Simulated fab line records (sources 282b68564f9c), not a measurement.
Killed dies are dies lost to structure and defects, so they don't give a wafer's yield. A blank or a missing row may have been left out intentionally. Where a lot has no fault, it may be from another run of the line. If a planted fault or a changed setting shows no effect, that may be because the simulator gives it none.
Which tool is to blame? ; flow rit-cmos ; 15 lots, 45 wafers sampled, at 2 steps of a route of 202

## WHAT EACH GAUGE READ, for each wafer
Not one reading of a measure or inspect step in the record can be checked against a usual standard deviation.

## WHAT TOOL EACH LOT RAN ON (gives the tool, then ch and the chambers of the sampled wafers, and finally the start)
lot;RIT_CONTACT_CLEAN_14;RIT_M1_PROBE_99
L404;wet-bench-03 ch 3, day 3 06:21;prober-01, day 3 10:47
L405;wet-bench-02 ch 2, day 3 08:55;prober-02, day 3 13:26
L406;wet-bench-03 ch 1, day 3 16:14;prober-01, day 3 20:32
L407;wet-bench-03 ch 1, day 3 20:24;prober-02, day 4 00:58
L408;wet-bench-01 ch 2, day 4 02:43;prober-01, day 4 06:58
L409;wet-bench-03 ch 2, day 4 06:16;prober-01, day 4 10:28
L410;wet-bench-03 ch 0, day 4 09:49;prober-02, day 4 14:00
L415;wet-bench-03 ch 1, day 5 11:29;prober-01, day 5 15:44
L416;wet-bench-03 ch 3, day 5 16:38;prober-02, day 5 20:50
L418;wet-bench-03 ch 0, day 6 03:04;prober-02, day 6 08:37
L419;wet-bench-02 ch 3, day 6 07:12;prober-01, day 6 12:37
L420;wet-bench-01 ch 0, day 6 12:25;prober-02, day 6 19:22
L422;wet-bench-02 ch 0, day 6 23:07;prober-02, day 7 03:55
L423;wet-bench-02 ch 1, day 7 03:49;prober-01, day 7 08:55
L425;wet-bench-02 ch 2, day 7 15:31;prober-01, day 7 19:46
- RIT_CONTACT_CLEAN_14: cleans in SC2, time 600 s.
- RIT_M1_PROBE_99

## AS READ BY THE TOOLS THEMSELVES (means over the sampled wafers that have a number; for cases with no such wafer, the mark the record gives instead)
RIT_CONTACT_CLEAN_14.
lot;tool;bath-heat-duty-pct (%)
L404;wet-bench-03;16.9
L405;wet-bench-02;16.9
L406;wet-bench-03;16.5
L407;wet-bench-03;16.1
L408;wet-bench-01;14.9
L409;wet-bench-03;16.9
L410;wet-bench-03;18.3
L415;wet-bench-03;16.8
L416;wet-bench-03;16.5
L418;wet-bench-03;16.9
L419;wet-bench-02;16.1
L420;wet-bench-01;15.7
L422;wet-bench-02;16.7
L423;wet-bench-02;17.9
L425;wet-bench-02;16.7

RIT_M1_PROBE_99.
lot;tool;killed-at-contacts;killed-at-front-end;killed-dies;killed-on-rim;killed-open;killed-short
L404;prober-01;0.3;8;8;2.3;3.7;4.3
L405;prober-02;0.0;7;7;2.0;3.0;4.3
L406;prober-01;0.0;3;3;1.3;1.3;2.0
L407;prober-02;0.3;7;7;2.3;3.7;3.7
L408;prober-01;0.0;7;7;3.3;5.0;2.3
L409;prober-01;0.0;6;6;2.7;2.3;3.3
L410;prober-02;0.0;7;7;2.0;3.7;3.7
L415;prober-01;11.7;5;16;9.3;2.0;2.7
L416;prober-02;23.3;11;34;10.7;4.7;6.7
L418;prober-02;22.7;6;28;1.7;2.7;3.0
L419;prober-01;0.0;7;7;1.7;2.7;4.3
L420;prober-02;0.3;6;7;2.3;2.3;4.3
L422;prober-02;0.0;8;8;3.0;3.7;4.3
L423;prober-01;0.0;6;6;1.0;2.3;3.7
L425;prober-01;0.3;5;6;1.3;3.0;2.7

## THE ANSWER, worked out from the rows above alone
Rule: usual is defined by the lots themselves. The widest of any qualifying gaps counts: lots, ordered by their means at a reading, are off when they make up no more than a third of the lots, leave a main group of 4 or more, and stand apart from it by 3 or more times the standard deviation of that group's means. The tables above print the reading to a certain number of digits; a main group whose means all agree to those digits is not used. A lot without any number at a reading at which 4 lots or more have one is off too. Where the step has rows for the other lots, those lots are counted as sound. Order of review: gauges by route order, followed by the tools' own readings, for which a lot's mean as printed above is used. The first step at which some lot is off is used, and at that step the reading that is off furthest; a lot without a number counts as furthest.
Off, at RIT_M1_PROBE_99 on killed-at-contacts: L415, L416, L418. The main group: mean 0.1, standard deviation 0.14.
A tool fits if, at that step or a process step before it, it ran every lot that is off, and no sound lot after the first of them. One fits: RIT_CONTACT_CLEAN_14 on wet-bench-03. Its last sound lot is L410 (day 4 09:49), its first lot that is off L415 (day 5 11:29): a fault that began between those two fits.

## WHAT THE SIMULATOR PUT IN
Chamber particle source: wet-bench-03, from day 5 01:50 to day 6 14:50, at RIT_CONTACT_CLEAN_14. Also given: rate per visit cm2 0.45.
Lots struck among those shown: L415, L416, L418. The rule above reached the same finding.
